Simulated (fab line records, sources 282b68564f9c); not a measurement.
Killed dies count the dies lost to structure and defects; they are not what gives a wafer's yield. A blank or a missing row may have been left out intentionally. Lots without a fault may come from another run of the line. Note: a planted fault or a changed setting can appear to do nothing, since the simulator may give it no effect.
Split-lot trial / flow ritCmos / 23 wafers read from 5 lots, route of 202 steps

== THE SPLIT ITSELF ==
At RIT_SPACER_CVD_03 (deposits Si3N4 from SiH2Cl2/NH3, target thk 250 nm, time 3300 s), the setting pressureMtorr was moved away from the recipe's 300 mTorr on 15 of the 23 wafers read, by -12.6% to +14.1%. This setting was run at the recipe's value on the other wafers.

There is no step in the file separating the split from the reading.

== THE READING ==
Values of SPACER_NITRIDE_THK in nm from RIT_SPACER_THK_MEAS_04. A value of 250.7 nm with a standard deviation of 2.3 nm is what fault-free wafers of this fab line usually give.

wafer=L075.1; tool, chamber at the split=-, -; pressureMtorr as run, mTorr=324; against the recipe=+8.0%; SPACER_NITRIDE_THK, nm=257.7; against lot-mates on the recipe=no lot-mate on the recipe
wafer=L075.2; tool, chamber at the split=-, -; pressureMtorr as run, mTorr=324; against the recipe=+8.0%; SPACER_NITRIDE_THK, nm=258.9; against lot-mates on the recipe=no lot-mate on the recipe
wafer=L075.3; tool, chamber at the split=-, -; pressureMtorr as run, mTorr=324; against the recipe=+8.0%; SPACER_NITRIDE_THK, nm=258.7; against lot-mates on the recipe=no lot-mate on the recipe
wafer=L075.4; tool, chamber at the split=-, -; pressureMtorr as run, mTorr=324; against the recipe=+8.0%; SPACER_NITRIDE_THK, nm=257.5; against lot-mates on the recipe=no lot-mate on the recipe
wafer=L075.6; tool, chamber at the split=-, -; pressureMtorr as run, mTorr=324; against the recipe=+8.0%; SPACER_NITRIDE_THK, nm=258.3; against lot-mates on the recipe=no lot-mate on the recipe
wafer=L074.2; tool, chamber at the split=-, -; pressureMtorr as run, mTorr=262.2; against the recipe=-12.6%; SPACER_NITRIDE_THK, nm=239.2; against lot-mates on the recipe=no lot-mate on the recipe
wafer=L074.3; tool, chamber at the split=-, -; pressureMtorr as run, mTorr=262.2; against the recipe=-12.6%; SPACER_NITRIDE_THK, nm=237.2; against lot-mates on the recipe=no lot-mate on the recipe
wafer=L074.4; tool, chamber at the split=-, -; pressureMtorr as run, mTorr=262.2; against the recipe=-12.6%; SPACER_NITRIDE_THK, nm=238.8; against lot-mates on the recipe=no lot-mate on the recipe
wafer=L074.5; tool, chamber at the split=-, -; pressureMtorr as run, mTorr=262.2; against the recipe=-12.6%; SPACER_NITRIDE_THK, nm=238.5; against lot-mates on the recipe=no lot-mate on the recipe
wafer=L074.6; tool, chamber at the split=-, -; pressureMtorr as run, mTorr=262.2; against the recipe=-12.6%; SPACER_NITRIDE_THK, nm=240.3; against lot-mates on the recipe=no lot-mate on the recipe
wafer=L076.3; tool, chamber at the split=lpcvd-02, 1; pressureMtorr as run, mTorr=300; against the recipe=recipe; SPACER_NITRIDE_THK, nm=249.7; against lot-mates on the recipe=-
wafer=L076.4; tool, chamber at the split=lpcvd-02, 1; pressureMtorr as run, mTorr=300; against the recipe=recipe; SPACER_NITRIDE_THK, nm=251.0; against lot-mates on the recipe=-
wafer=L076.5; tool, chamber at the split=lpcvd-02, 1; pressureMtorr as run, mTorr=300; against the recipe=recipe; SPACER_NITRIDE_THK, nm=251.5; against lot-mates on the recipe=-
wafer=L080.1; tool, chamber at the split=-, -; pressureMtorr as run, mTorr=342.3; against the recipe=+14.1%; SPACER_NITRIDE_THK, nm=258.5; against lot-mates on the recipe=no lot-mate on the recipe
wafer=L080.2; tool, chamber at the split=-, -; pressureMtorr as run, mTorr=342.3; against the recipe=+14.1%; SPACER_NITRIDE_THK, nm=258.3; against lot-mates on the recipe=no lot-mate on the recipe
wafer=L080.4; tool, chamber at the split=-, -; pressureMtorr as run, mTorr=342.3; against the recipe=+14.1%; SPACER_NITRIDE_THK, nm=259.0; against lot-mates on the recipe=no lot-mate on the recipe
wafer=L080.5; tool, chamber at the split=-, -; pressureMtorr as run, mTorr=342.3; against the recipe=+14.1%; SPACER_NITRIDE_THK, nm=258.6; against lot-mates on the recipe=no lot-mate on the recipe
wafer=L080.6; tool, chamber at the split=-, -; pressureMtorr as run, mTorr=342.3; against the recipe=+14.1%; SPACER_NITRIDE_THK, nm=258.0; against lot-mates on the recipe=no lot-mate on the recipe
wafer=L084.2; tool, chamber at the split=-, -; pressureMtorr as run, mTorr=300; against the recipe=recipe; SPACER_NITRIDE_THK, nm=248.2; against lot-mates on the recipe=-
wafer=L084.3; tool, chamber at the split=-, -; pressureMtorr as run, mTorr=300; against the recipe=recipe; SPACER_NITRIDE_THK, nm=249.4; against lot-mates on the recipe=-
wafer=L084.4; tool, chamber at the split=-, -; pressureMtorr as run, mTorr=300; against the recipe=recipe; SPACER_NITRIDE_THK, nm=249.2; against lot-mates on the recipe=-
wafer=L084.5; tool, chamber at the split=-, -; pressureMtorr as run, mTorr=300; against the recipe=recipe; SPACER_NITRIDE_THK, nm=248.7; against lot-mates on the recipe=-
wafer=L084.6; tool, chamber at the split=-, -; pressureMtorr as run, mTorr=300; against the recipe=recipe; SPACER_NITRIDE_THK, nm=249.2; against lot-mates on the recipe=-

THE FIT
A straight line over all 23 wafers: SPACER_NITRIDE_THK changes by +0.787 nm for each +1% of pressureMtorr; r = +0.97; the points scatter about the line by 1.8 nm.
Too few moved wafers with a lot-mate on the recipe to fit a line net of each lot's own level.

== THE WHOLE CHAIN: every reading that the file lists as answering this split, in the file's order ==
step=RIT_SPACER_CVD_03; what it does=deposits Si3N4 from SiH2Cl2/NH3, target thk 250 nm, time 3300 s; reading=Si3N4_of_SPACER_CVD_03.thkNm (the simulator's own value, which no gauge read); change (the file's fit)=+0.784 nm for each +1% of the setting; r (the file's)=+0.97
step=RIT_SPACER_THK_MEAS_04; what it does=; reading=SPACER_NITRIDE_THK; change (the file's fit)=+0.787 for each +1% of the setting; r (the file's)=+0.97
step=RIT_SPACER_ETCHBACK_05; what it does=etches Si3N4 in SF6/CHF3, stops on SiO2, target depth 250 nm, time 240 s; reading=etch.depthNm (the simulator's own value, which no gauge read); change (the file's fit)=+0.781 nm for each +1% of the setting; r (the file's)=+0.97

== THE FILE'S OWN FIT ==
SPACER_NITRIDE_THK changes by +0.787 nm for each +1% of pressureMtorr, r = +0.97.
